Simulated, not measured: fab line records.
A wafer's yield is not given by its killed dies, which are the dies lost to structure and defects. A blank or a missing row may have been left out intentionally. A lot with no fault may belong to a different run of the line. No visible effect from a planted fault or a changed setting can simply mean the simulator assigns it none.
Chamber matching || flow berkeley_cmos170 || 3 sister chambers for UCB170_V1_CVD_00 on pecvd-03
The step deposits SiO2 from TEOS/O2, target thk 2000 nm, time 250 s. 14 wafers are shown with their chamber, then 7 later ones without.

== EACH WAFER AND ITS CHAMBER ==
{"wafer": "L705.1", "chamber": 1, "heater_power_w (W)": 209}
{"wafer": "L705.4", "chamber": 0, "heater_power_w (W)": 323}
{"wafer": "L705.5", "chamber": 1, "heater_power_w (W)": 250}
{"wafer": "L706.2", "chamber": 2, "heater_power_w (W)": 268}
{"wafer": "L706.4", "chamber": 2, "heater_power_w (W)": 213}
{"wafer": "L706.5", "chamber": 1, "heater_power_w (W)": 260}
{"wafer": "L708.3", "chamber": 0, "heater_power_w (W)": 388}
{"wafer": "L708.4", "chamber": 1, "heater_power_w (W)": 175}
{"wafer": "L708.5", "chamber": 0, "heater_power_w (W)": 327}
{"wafer": "L710.1", "chamber": 2, "heater_power_w (W)": 284}
{"wafer": "L710.4", "chamber": 1, "heater_power_w (W)": 174}
{"wafer": "L710.5", "chamber": 2, "heater_power_w (W)": 217}
{"wafer": "L721.1", "chamber": 0, "heater_power_w (W)": 415}
{"wafer": "L721.4", "chamber": 0, "heater_power_w (W)": 304}

SIGNATURES, as means of the wafers listed above
{"reading": "heater_power_w", "chamber 0": 351.40, "chamber 1": 213.60, "chamber 2": 245.50, "scatter within a chamber": 42}
Rule: a wafer's distance from a chamber is the root of the sum, over the readings, of the square of ((its reading less the chamber's mean) divided by the reading's scatter). The wafer belongs to the nearest chamber; if the next one is less than 2 further off, it can't be placed. The scatter is the square root of a quotient: the sum, over the shown wafers, of each reading's squared deviation from its chamber's mean, divided by wafers minus chambers.

== WAFERS WITHOUT THEIR CHAMBER ==
{"wafer": "L721.5", "heater_power_w (W)": 166}
{"wafer": "L724.2", "heater_power_w (W)": 211}
{"wafer": "L724.3", "heater_power_w (W)": 216}
{"wafer": "L724.5", "heater_power_w (W)": 428}
{"wafer": "L727.2", "heater_power_w (W)": 277}
{"wafer": "L727.3", "heater_power_w (W)": 320}
{"wafer": "L727.6", "heater_power_w (W)": 175}

== WHICH CHAMBER EACH ONE RAN IN ==
{"wafer": "L721.5", "from the rows above": "can't be placed: 1 or 2", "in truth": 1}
{"wafer": "L724.2", "from the rows above": "can't be placed: 1 or 2", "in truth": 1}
{"wafer": "L724.3", "from the rows above": "can't be placed: 1 or 2", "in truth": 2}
{"wafer": "L724.5", "from the rows above": 0, "in truth": 0}
{"wafer": "L727.2", "from the rows above": "can't be placed: 2 or 1 or 0", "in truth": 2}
{"wafer": "L727.3", "from the rows above": "can't be placed: 0 or 2 or 1", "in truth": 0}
{"wafer": "L727.6", "from the rows above": "can't be placed: 1 or 2", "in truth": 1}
1 of 7 placed correctly. Not placeable from these rows: 6 (in 6, the candidates include the true chamber). Wrongly placed: 0.
